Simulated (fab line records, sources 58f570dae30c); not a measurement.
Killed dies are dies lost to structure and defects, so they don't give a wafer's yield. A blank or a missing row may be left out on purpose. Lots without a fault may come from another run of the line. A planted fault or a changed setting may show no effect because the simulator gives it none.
Which tool did it? | flow berkeley_cmos170 | 15 lots, 45 wafers sampled, at 4 steps of a route of 331

WHAT THE GAUGES READ, wafer by wafer
UCB170_M3_RS_MEAS_02: measures by four-point-probe.
lot  | measured     | on            | M3_AL_RS (ohm/sq)
L973 | day 8 11:50  | film_metro-01 | 0.0324 0.0323 0.0328
L977 | day 8 23:18  | film_metro-04 | 0.0319 0.0323 0.0320
L976 | day 8 23:07  | film_metro-03 | 0.0327 0.0323 0.0320
L975 | day 8 23:30  | film_metro-03 | 0.0324 0.0327 0.0325
L978 | day 9 00:24  | film_metro-03 | 0.0327 0.0329 0.0327
L979 | day 9 08:32  | film_metro-04 | 0.0316 0.0319 0.0320
L982 | day 9 17:01  | film_metro-04 | 0.0322 0.0325 0.0322
L984 | day 10 07:20 | film_metro-01 | 0.0322 0.0323 0.0320
L986 | day 10 23:34 | film_metro-01 | 0.0321 0.0325 0.0321
L985 | day 10 23:53 | film_metro-04 | 0.0322 0.0322 0.0320
L990 | day 11 20:58 | film_metro-03 | 0.0324 0.0324 0.0323
L989 | day 11 21:44 | film_metro-03 | 0.0321 0.0320 0.0320
L987 | day 11 21:56 | film_metro-04 | 0.0321 0.0324 0.0322
L994 | day 12 15:56 | film_metro-04 | 0.0318 0.0318 0.0318
L996 | day 13 03:44 | film_metro-03 | 0.0317 0.0321 0.0318

UCB170_M3_OVL_MEAS_16.
lot  | measured     | on         | M3_OVL (nm)
L973 | day 8 14:10  | overlay-01 | 8 6 4
L977 | day 9 01:26  | overlay-01 | 7 4 13
L976 | day 9 01:19  | overlay-01 | 3 4 13
L975 | day 9 02:07  | overlay-01 | 4 -1 3
L978 | day 9 02:23  | overlay-01 | 5 -1 -4
L979 | day 9 10:26  | overlay-02 | 6 1 10
L982 | day 9 19:37  | overlay-01 | 12 22 3
L984 | day 10 09:40 | overlay-01 | 8 15 10
L986 | day 11 02:04 | overlay-01 | 2 -1 -4
L985 | day 11 02:39 | overlay-02 | 0 -3 11
L990 | day 11 23:46 | overlay-01 | -7 -8 -4
L989 | day 12 01:46 | overlay-01 | 8 1 0
L987 | day 12 01:56 | overlay-02 | 13 16 15
L994 | day 12 18:02 | overlay-02 | 18 13 6
L996 | day 13 05:52 | overlay-02 | 15 15 8

WHICH TOOL RAN EACH LOT (tool, then ch and the chambers of the sampled wafers, then the start)
lot  | UCB170_V2_CMP_02              | UCB170_M3_SOFTBAKE_06
L973 | cmp-01 ch 0,3, day 8 09:26    | litho_track-04 ch 0, day 8 12:19
L977 | cmp-02 ch 1,2,3, day 8 20:50  | litho_track-01 ch 0, day 8 23:52
L976 | cmp-01 ch 0,1,2, day 8 20:59  | litho_track-03 ch 0, day 8 23:36
L975 | cmp-01 ch 0,2,3, day 8 21:12  | litho_track-03 ch 0, day 8 23:59
L978 | cmp-01 ch 0,1,2, day 8 21:50  | litho_track-03 ch 0, day 9 00:53
L979 | cmp-02 ch 0,1,2, day 9 05:53  | litho_track-01 ch 0, day 9 09:01
L982 | cmp-02 ch 1,2,3, day 9 13:56  | litho_track-01 ch 0, day 9 17:52
L984 | cmp-02 ch 1,2, day 10 04:59   | litho_track-03 ch 0, day 10 08:01
L986 | cmp-02 ch 0,1,3, day 10 21:10 | litho_track-03 ch 0, day 11 00:02
L985 | cmp-01 ch 0,1,2, day 10 21:31 | litho_track-01 ch 0, day 11 00:22
L990 | cmp-01 ch 0,1,2, day 11 18:26 | litho_track-03 ch 0, day 11 21:26
L989 | cmp-02 ch 0,3, day 11 19:02   | litho_track-04 ch 0, day 11 22:40
L987 | cmp-01 ch 0,1, day 11 19:11   | litho_track-03 ch 0, day 11 22:46
L994 | cmp-02 ch 0,3, day 12 13:33   | litho_track-01 ch 0, day 12 16:26
L996 | cmp-02 ch 0,1, day 13 01:10   | litho_track-04 ch 0, day 13 04:13
- UCB170_V2_CMP_02: polishes SiO2.
- UCB170_M3_SOFTBAKE_06: time 60 s.

WHAT THE TOOLS THEMSELVES READ (means of the sampled wafers that have a number; where no wafer has one, the mark that the record gives instead)
UCB170_V2_CMP_02.
lot  | tool   | head_pressure_psi (psi) | motor_current_A (A)
L973 | cmp-01 | 6.002                   | 16.8
L977 | cmp-02 | 5.999                   | 16.1
L976 | cmp-01 | 5.994                   | 16.9
L975 | cmp-01 | 5.998                   | 16.9
L978 | cmp-01 | 6.007                   | 16.8
L979 | cmp-02 | 6.008                   | 16.6
L982 | cmp-02 | 5.981                   | 15.7
L984 | cmp-02 | 6.012                   | 15.0
L986 | cmp-02 | 6.015                   | 17.6
L985 | cmp-01 | 5.992                   | 16.8
L990 | cmp-01 | 6.003                   | 17.0
L989 | cmp-02 | 6.004                   | 16.1
L987 | cmp-01 | 5.984                   | 16.8
L994 | cmp-02 | 6.007                   | 16.4
L996 | cmp-02 | 6.012                   | 17.6

UCB170_M3_SOFTBAKE_06.
lot  | tool           | chill_plate_temp_C (C) | heater_power_total_W (W) | plate_temp_C (C)
L973 | litho_track-04 | 22.94                  | 56.79                    | 130.06
L977 | litho_track-01 | 23.03                  | 56.74                    | 129.90
L976 | litho_track-03 | 22.85                  | 56.81                    | 129.90
L975 | litho_track-03 | 22.86                  | 56.81                    | 129.90
L978 | litho_track-03 | 23.03                  | 56.84                    | 130.15
L979 | litho_track-01 | 23.09                  | 56.76                    | 130.06
L982 | litho_track-01 | 23.00                  | 56.75                    | 129.80
L984 | litho_track-03 | 23.05                  | 56.87                    | 129.96
L986 | litho_track-03 | 23.11                  | 58.00                    | 132.13
L985 | litho_track-01 | 23.05                  | 56.82                    | 129.94
L990 | litho_track-03 | 23.06                  | 57.94                    | 132.05
L989 | litho_track-04 | 22.94                  | 56.78                    | 130.04
L987 | litho_track-03 | 23.06                  | 57.95                    | 131.90
L994 | litho_track-01 | 23.04                  | 56.76                    | 130.00
L996 | litho_track-04 | 23.00                  | 56.82                    | 129.89

THE ANSWER, worked out from the rows above alone
Rule: what is usual is taken from the lots themselves. Put in order of their means at a reading, lots are off if they are a third of the lots or fewer, leave a main group of 4 or more, and stand apart from it by a gap of 3 or more times the standard deviation of the main group's means; of several such gaps the widest counts. A main group whose means are all the same, to the digits that the tables above print for the reading, isn't used. A lot without any number at a reading at which 4 lots or more have one is off too. The other lots that the step has rows for count as sound. The gauges are gone through in route order, then the tools' own readings, and for those a lot's mean is taken as printed above. The first step at which some lot is off is used, and at that step the reading that is off furthest; a lot without a number counts as furthest.
Off: L986, L990, L987, at UCB170_M3_SOFTBAKE_06 (heater_power_total_W). The main group: mean 56.80 W, standard deviation 0.038.
A tool fits if, at that step or a process step before it, it ran every lot that is off, and no sound lot after the first of them. One fits: litho_track-03 at UCB170_M3_SOFTBAKE_06. Its last sound lot is L984 (day 10 08:01), its first lot that is off L986 (day 11 00:02): a fault that began between those two fits.
The tool's own readings at UCB170_M3_SOFTBAKE_06 bear it out: on the lots that are off they differ by more than 5 times the standard deviation of the sound lots' means. heater_power_total_W reads 57.96 W there against 56.80 W on the sound lots; plate_temp_C reads 132.03 C there against 129.97 C on the sound lots.

WHAT THE SIMULATOR HAD PUT IN
Process parameter drift: litho_track-03, from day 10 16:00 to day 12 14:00, at UCB170_M3_SOFTBAKE_06. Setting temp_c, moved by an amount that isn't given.
Lots struck among those shown: L986, L990, L987. The rule above found the same.
